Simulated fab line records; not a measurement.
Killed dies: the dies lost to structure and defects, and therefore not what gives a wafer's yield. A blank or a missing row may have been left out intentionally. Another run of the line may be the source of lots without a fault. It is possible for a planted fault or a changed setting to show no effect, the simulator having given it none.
fab line records    flow berkeley_cmos170
record lots=16  wafers=48  last_day=12
route steps=331 shown NLDD@166 PSD@185 M1@248 V1@269
lots with no fault: from the same line, run without faults
start_h: the number of hours between the record's first day and the start of the first shown wafer of the lot    wait_h: how many hours have passed since the lot's step before this one    " repeats the value in the row above    L1.1+2: one row covering several wafers at once    - value missing, or start not given    * or withheld: withheld    < > ~ a bound
route shown NAME@n: a module of which the file shows steps, and the number in the route of the first    usual: the fault-free wafers' mean and standard deviation    same: alike in all rows    chamber/n: place in a boat    sites: each site's reading    _std_site: the values' standard deviation    _edge_site: the outer-site mean with the inner-site mean subtracted    radius_mm: for every site, how far away it sits from the centre of the wafer    mask NAME#n: copy n    behind: the most recent tool/chamber to have shaped the wafer    hold: why the lot was held/for how many hours/how that ended    device: names the non-switching transistor (n, p or np)    end of line: tests of these same wafers at the route's end    a step without rows: its recipe alone    killed: at the first sort, the dies lost to defects and structure; wafer yield is something else    map: per-die view of a wafer (x killed, . not killed, _ where there is no die)
set.NAME: the setting the step ran with; set.NAME@STEP: the setting that earlier step ran with    model.NAME: the simulator's own value behind a step, which no gauge read
one table for each step of the route and one row for each wafer, over a sample of lots
services: when a tool's chamber went out of use (start_h, in hours from the record's first day, below 0 if earlier), for how many hours, and the reason
## steps
# step UCB170_NLDD_IMPLANT_08
# recipe species=As  dose_cm2=5e+13  energy_kev=30  tilt_deg=7  rotation_deg=0
# usual beam_on_s=10.00/0.21  implant_ion_amu=75/0
lot.wafer  tool          chamber  start_h  wait_h  beam_on_s  implant_ion_amu
L927.3     implanter-04  0        161.31   0.1     9.86       75
L927.5     "             0        "        "       9.95       75
L927.6     "             0        "        "       10.21      75
L928.3     implanter-01  0        161.64   0.1     9.93       75
L928.4     "             0        "        "       9.62       75
L928.6     "             0        "        "       10.32      75
L926.1     implanter-04  0        162.49   0.0     9.91       75
L926.2     "             0        "        "       10.08      75
L926.4     "             0        "        "       9.54       75
L931.1     implanter-02  0        169.76   0.0     9.86       75
L931.5     "             0        "        "       10.20      75
L931.6     "             0        "        "       10.31      75
L930.1     implanter-01  0        170.48   0.0     10.08      75
L930.2     "             0        "        "       10.04      75
L930.4     "             0        "        "       10.26      75
L929.1     implanter-02  0        170.76   0.0     10.06      75
L929.2     "             0        "        "       9.98       75
L929.4     "             0        "        "       9.82       75
L933.2     implanter-02  0        185.45   0.0     10.00      75
L933.4     "             0        "        "       10.15      75
L933.5     "             0        "        "       9.97       75
L932.2     implanter-01  0        185.95   0.0     10.20      75
L932.4     "             0        "        "       10.22      75
L932.6     "             0        "        "       9.79       75
L935.1     implanter-04  0        193.58   0.0     10.21      75
L935.5     "             0        "        "       10.06      75
L935.6     "             0        "        "       9.68       75
L937.3     implanter-04  0        204.30   0.1     10.18      75
L937.4     "             0        "        "       10.08      75
L937.5     "             0        "        "       9.92       75
L938.2     implanter-02  0        204.55   0.0     9.88       75
L938.3     "             0        "        "       9.87       75
L938.6     "             0        "        "       9.41       75
L940.1     implanter-04  0        214.87   0.0     10.09      75
L940.3     "             0        "        "       10.05      75
L940.5     "             0        "        "       9.82       75
L942.3     implanter-01  0        233.22   0.1     9.86       49
L942.5     "             0        "        "       10.17      49
L942.6     "             0        "        "       10.22      49
L943.3     implanter-01  0        234.07   0.1     9.86       49
L943.4     "             0        "        "       10.02      49
L943.5     "             0        "        "       10.31      49
L945.1     implanter-04  0        253.85   0.0     10.28      49
L945.3     "             0        "        "       9.94       49
L945.5     "             0        "        "       9.95       49
L944.4     implanter-01  0        254.21   0.1     9.80       49
L944.5     "             0        "        "       10.21      49
L944.6     "             0        "        "       9.94       49
# step UCB170_NLDD_TW_MEAS_11
# usual NLDD_TW=2221/23
lot.wafer  tool           chamber  start_h  wait_h  NLDD_TW
L927.3     film_metro-01  -        161.68   0.1     2214
L927.5     "              -        "        "       2198
L927.6     "              -        "        "       2202
L928.3     film_metro-04  -        162.01   0.1     2234
L928.4     "              -        "        "       2233
L928.6     "              -        "        "       2226
L926.1     film_metro-04  -        162.89   0.1     2230
L926.2     "              -        "        "       2229
L926.4     "              -        "        "       2239
L931.1     film_metro-01  -        170.16   0.1     2201
L931.5     "              -        "        "       2189
L931.6     "              -        "        "       2196
L930.1     film_metro-01  -        170.88   0.1     2193
L930.2     "              -        "        "       2199
L930.4     "              -        "        "       2199
L929.1     film_metro-02  -        171.16   0.1     2248
L929.2     "              -        "        "       2255
L929.4     "              -        "        "       2238
L933.2     film_metro-04  -        185.84   0.1     2224
L933.4     "              -        "        "       2224
L933.5     "              -        "        "       2225
L932.2     film_metro-04  -        186.33   0.1     2215
L932.4     "              -        "        "       2221
L932.6     "              -        "        "       2210
L935.1     film_metro-02  -        193.98   0.1     2240
L935.5     "              -        "        "       2239
L935.6     "              -        "        "       2243
L937.3     film_metro-02  -        204.67   0.1     2232
L937.4     "              -        "        "       2244
L937.5     "              -        "        "       2248
L938.2     film_metro-01  -        204.93   0.1     2181
L938.3     "              -        "        "       2194
L938.6     "              -        "        "       2188
L940.1     film_metro-02  -        215.28   0.1     2241
L940.3     "              -        "        "       2233
L940.5     "              -        "        "       2223
L942.3     film_metro-01  -        233.59   0.1     1886
L942.5     "              -        "        "       1886
L942.6     "              -        "        "       1890
L943.3     film_metro-04  -        234.44   0.1     1933
L943.4     "              -        "        "       1925
L943.5     "              -        "        "       1929
L945.1     film_metro-02  -        254.25   0.1     1945
L945.3     "              -        "        "       1953
L945.5     "              -        "        "       1944
L944.4     film_metro-04  -        254.56   0.1     1927
L944.5     "              -        "        "       1924
L944.6     "              -        "        "       1918
# step UCB170_PSD_TW_MEAS_10
# usual PSD_TW=2330/24
lot.wafer  tool           chamber  start_h  wait_h  PSD_TW
L928.3     film_metro-04  -        168.13   0.1     2345
L928.4     "              -        "        "       2358
L928.6     "              -        "        "       2338
L927.3     film_metro-01  -        168.41   0.1     2304
L927.5     "              -        "        "       2295
L927.6     "              -        "        "       2308
L926.1     film_metro-02  -        168.67   0.1     2368
L926.2     "              -        "        "       2371
L926.4     "              -        "        "       2354
L931.1     film_metro-02  -        178.78   0.1     2370
L931.5     "              -        "        "       2364
L931.6     "              -        "        "       2366
L929.1     film_metro-04  -        178.99   0.1     2342
L929.2     "              -        "        "       2344
L929.4     "              -        "        "       2351
L930.1     film_metro-01  -        179.06   0.1     2302
L930.2     "              -        "        "       2304
L930.4     "              -        "        "       2301
L933.2     film_metro-02  -        194.17   0.1     2350
L933.4     "              -        "        "       2353
L933.5     "              -        "        "       2346
L932.2     film_metro-04  -        194.60   0.1     2327
L932.4     "              -        "        "       2303
L932.6     "              -        "        "       2310
L935.1     film_metro-02  -        201.38   0.1     2357
L935.5     "              -        "        "       2348
L935.6     "              -        "        "       2363
L938.2     film_metro-01  -        213.50   0.1     2314
L938.3     "              -        "        "       2306
L938.6     "              -        "        "       2304
L937.3     film_metro-02  -        214.11   0.1     2349
L937.4     "              -        "        "       2348
L937.5     "              -        "        "       2347
L940.1     film_metro-04  -        223.80   0.1     2332
L940.3     "              -        "        "       2319
L940.5     "              -        "        "       2328
L942.3     film_metro-01  -        240.56   0.1     2299
L942.5     "              -        "        "       2297
L942.6     "              -        "        "       2304
L943.3     film_metro-04  -        240.80   0.1     2327
L943.4     "              -        "        "       2322
L943.5     "              -        "        "       2326
L945.1     film_metro-02  -        260.18   0.1     2378
L945.3     "              -        "        "       2388
L945.5     "              -        "        "       2370
L944.4     film_metro-01  -        266.77   0.1     2305
L944.5     "              -        "        "       2300
L944.6     "              -        "        "       2306
# step UCB170_SDANNEAL_RS_MEAS_05
# recipe thk_meas_gauge=four-point-probe
# usual NLDD_RS=615.8/1.4
lot.wafer  tool           chamber  start_h  wait_h  NLDD_RS[ohm/sq]
L928.3     film_metro-02  -        172.63   0.1     613.8
L928.4     "              -        "        "       616.8
L928.6     "              -        "        "       613.8
L927.3     film_metro-04  -        172.78   0.1     614.1
L927.5     "              -        "        "       613.6
L927.6     "              -        "        "       614.8
L926.1     film_metro-01  -        173.04   0.1     615.8
L926.2     "              -        "        "       615.0
L926.4     "              -        "        "       616.1
L931.1     film_metro-02  -        182.54   0.1     616.7
L931.5     "              -        "        "       617.1
L931.6     "              -        "        "       614.5
L929.1     film_metro-04  -        182.86   0.1     615.3
L929.2     "              -        "        "       615.0
L929.4     "              -        "        "       614.7
L930.1     film_metro-01  -        183.21   0.1     613.6
L930.2     "              -        "        "       614.8
L930.4     "              -        "        "       613.9
L933.2     film_metro-01  -        198.73   0.1     615.2
L933.4     "              -        "        "       616.8
L933.5     "              -        "        "       616.6
L932.2     film_metro-02  -        199.92   0.1     618.6
L932.4     "              -        "        "       619.4
L932.6     "              -        "        "       617.8
L935.1     film_metro-04  -        207.36   0.1     614.3
L935.5     "              -        "        "       615.4
L935.6     "              -        "        "       615.0
L938.2     film_metro-02  -        216.68   0.1     616.6
L938.3     "              -        "        "       616.5
L938.6     "              -        "        "       616.5
L937.3     film_metro-02  -        217.54   0.1     616.6
L937.4     "              -        "        "       616.8
L937.5     "              -        "        "       616.5
L940.1     film_metro-02  -        227.10   0.1     615.5
L940.3     "              -        "        "       616.3
L940.5     "              -        "        "       615.8
L942.3     film_metro-04  -        243.82   0.1     -
L942.5     "              -        "        "       -
L942.6     "              -        "        "       -
L943.3     film_metro-01  -        244.12   0.1     -
L943.4     "              -        "        "       -
L943.5     "              -        "        "       -
L945.1     film_metro-04  -        264.46   0.1     -
L945.3     "              -        "        "       -
L945.5     "              -        "        "       -
L944.4     film_metro-01  -        269.95   0.1     -
L944.5     "              -        "        "       -
L944.6     "              -        "        "       -
# step UCB170_M1_OVL_MEAS_10
# usual M1_OVL=1/4.8
lot.wafer  tool        chamber  start_h  wait_h  M1_OVL[nm]
L926.1     overlay-01  -        184.67   0.1     3
L926.2     "           -        "        "       0
L926.4     "           -        "        "       -3
L927.3     overlay-02  -        185.09   0.1     0
L927.5     "           -        "        "       -3
L927.6     "           -        "        "       -7
L928.3     overlay-02  -        185.68   0.1     7
L928.4     "           -        "        "       -7
L928.6     "           -        "        "       -6
L931.1     overlay-01  -        189.12   0.1     11
L931.5     "           -        "        "       2
L931.6     "           -        "        "       4
L929.1     overlay-02  -        190.45   0.1     8
L929.2     "           -        "        "       8
L929.4     "           -        "        "       5
L930.1     overlay-02  -        190.78   0.1     -2
L930.2     "           -        "        "       -2
L930.4     "           -        "        "       -7
L933.2     overlay-02  -        205.36   0.1     2
L933.4     "           -        "        "       2
L933.5     "           -        "        "       6
L932.2     overlay-02  -        206.52   0.1     9
L932.4     "           -        "        "       3
L932.6     "           -        "        "       1
L935.1     overlay-02  -        215.20   0.1     -7
L935.5     "           -        "        "       2
L935.6     "           -        "        "       3
L938.2     overlay-01  -        223.16   0.1     6
L938.3     "           -        "        "       1
L938.6     "           -        "        "       5
L937.3     overlay-02  -        230.71   0.1     0
L937.4     "           -        "        "       3
L937.5     "           -        "        "       -1
L940.1     overlay-02  -        236.25   0.1     -5
L940.3     "           -        "        "       -7
L940.5     "           -        "        "       -3
L942.3     overlay-01  -        252.35   0.1     2
L942.5     "           -        "        "       -1
L942.6     "           -        "        "       4
L943.3     overlay-01  -        253.07   0.1     3
L943.4     "           -        "        "       -1
L943.5     "           -        "        "       7
L945.1     overlay-02  -        271.20   0.1     2
L945.3     "           -        "        "       -5
L945.5     "           -        "        "       1
L944.4     overlay-02  -        278.47   0.1     3
L944.5     "           -        "        "       6
L944.6     "           -        "        "       4
# step UCB170_V1_STRIP_15
# recipe chemistry=O2  power_w=400  pressure_mtorr=3500  platen_temp_c=withheld  o2_flow_sccm=400  overash_fraction=0.5
# usual drypump_motor_current_A=6.1/0.3  oes_product_au=0.722/0.0045  strip_time_to_endpoint_s=15.43/0.14
lot.wafer  tool             chamber  start_h  wait_h  drypump_motor_current_A  oes_product_au  rf_hours_counter_h  strip_time_to_endpoint_s
L926.1     plasma_asher-02  0        188.60   0.1     6.6                      0.720           8                   15.25
L926.2     "                1        "        "       6.1                      0.716           8                   15.49
L926.4     "                0        "        "       6.6                      0.711           -                   15.52
L927.3     plasma_asher-02  0        189.91   0.1     6.6                      0.715           -                   15.50
L927.5     "                1        "        "       6.1                      0.724           -                   15.51
L927.6     "                0        "        "       6.6                      0.719           -                   15.41
L928.3     plasma_asher-04  0        190.43   0.1     6.2                      0.730           -                   15.37
L928.4     "                1        "        "       5.8                      0.729           -                   15.22
L928.6     "                0        "        "       6.2                      0.722           -                   15.59
L929.1     plasma_asher-03  0        195.43   0.1     5.7                      0.729           37                  15.47
L929.2     "                1        "        "       5.7                      0.719           37                  15.49
L929.4     "                1        "        "       5.7                      0.716           -                   15.47
L931.1     plasma_asher-02  1        195.71   0.1     6.1                      0.729           9                   15.55
L931.5     "                0        "        "       6.6                      0.728           -                   15.29
L931.6     "                1        "        "       6.1                      0.725           -                   15.59
L930.1     plasma_asher-04  1        196.69   0.1     5.9                      0.716           49                  15.27
L930.2     "                0        "        "       6.2                      0.721           49                  15.53
L930.4     "                1        "        "       5.8                      0.728           -                   15.25
L933.2     plasma_asher-04  1        209.62   0.1     5.9                      0.723           51                  15.36
L933.4     "                0        "        "       6.2                      0.716           -                   15.51
L933.5     "                0        "        "       6.2                      0.724           -                   15.61
L932.2     plasma_asher-02  1        210.74   0.1     6.1                      0.718           11                  15.57
L932.4     "                1        "        "       6.1                      0.724           -                   15.48
L932.6     "                0        "        "       6.6                      0.725           -                   15.41
L935.1     plasma_asher-02  0        220.14   0.1     6.6                      0.725           12                  15.57
L935.5     "                0        "        "       6.6                      0.716           -                   15.28
L935.6     "                1        "        "       6.1                      0.720           -                   15.23
L938.2     plasma_asher-03  0        227.68   0.1     5.7                      0.726           41                  15.37
L938.3     "                1        "        "       5.7                      0.720           -                   15.56
L938.6     "                1        "        "       5.7                      0.723           -                   15.62
L937.3     plasma_asher-02  0        235.95   0.1     6.6                      0.718           -                   15.53
L937.4     "                1        "        "       6.1                      0.725           -                   15.47
L937.5     "                1        "        "       6.1                      0.720           -                   15.48
L940.1     plasma_asher-04  0        240.59   0.1     6.2                      0.722           54                  15.57
L940.3     "                0        "        "       6.3                      0.724           -                   15.72
L940.5     "                1        "        "       5.9                      0.717           -                   15.34
L942.3     plasma_asher-03  1        258.15   0.1     5.7                      0.722           -                   15.34
L942.5     "                1        "        "       5.8                      0.713           -                   15.48
L942.6     "                0        "        "       5.7                      0.713           -                   15.58
L943.3     plasma_asher-04  0        258.27   0.1     6.2                      0.721           -                   15.43
L943.4     "                1        "        "       5.9                      0.717           -                   15.27
L943.5     "                1        "        "       5.9                      0.727           -                   15.54
L945.1     plasma_asher-04  0        275.75   0.1     6.2                      0.727           58                  15.61
L945.3     "                1        "        "       5.9                      0.724           -                   15.32
L945.5     "                1        "        "       5.8                      0.724           -                   15.56
L944.4     plasma_asher-04  1        283.08   0.1     5.9                      0.720           -                   15.59
L944.5     "                1        "        "       5.8                      0.715           -                   15.56
L944.6     "                0        "        "       6.2                      0.715           -                   15.34
## services
tool             chamber  start_h  hours  kind
plasma_asher-03  -        150.70   2.0    repair
implanter-04     -        171.83   3.1    repair
plasma_asher-02  -        235.21   0.7    repair
plasma_asher-03  -        235.65   2.8    pm
implanter-01     -        246.88   2.1    repair
plasma_asher-02  -        282.68   5.2    repair
## key
first_sign step=UCB170_NLDD_IMPLANT_08  reading=implant_ion_amu  direction=down  sigmas=99+  usual=75  struck=49
effect step=UCB170_NLDD_TW_MEAS_11  reading=NLDD_TW  direction=down  sigmas=13  usual=2221  struck=1922
effect step=UCB170_SDANNEAL_RS_MEAS_05  reading=NLDD_RS  direction=missing
met_at UCB170_NLDD_IMPLANT_08
struck_lots L942,L943,L944,L945
sort_left_out L942.3,L942.5,L942.6,L943.3,L943.4,L943.5,L944.4,L944.5,L944.6,L945.1,L945.3,L945.5
tester_left_out L942,L943,L944,L945
not_acting_at UCB170_PSD_TW_MEAS_10,UCB170_M1_OVL_MEAS_10,UCB170_V1_STRIP_15
onset_between 214.87 233.22
fault kind=wrong_recipe_download  tool=implanter-01,implanter-02,implanter-04  chamber=-  onset_h=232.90  steps=UCB170_NLDD_IMPLANT_08  wrong_recipe.not_listed=1
# tester_left_out: of these lots the tester's yield and bins aren't shown, on N5 and GAA mostly nor the transistor test; their killed dies are dies lost to structure and defects alone, not to doping, threshold or leakage, so they don't give the yield
# sort_left_out: the simulated sort isn't trusted on such a fault, so these wafers' sort isn't shown, and their yield isn't known
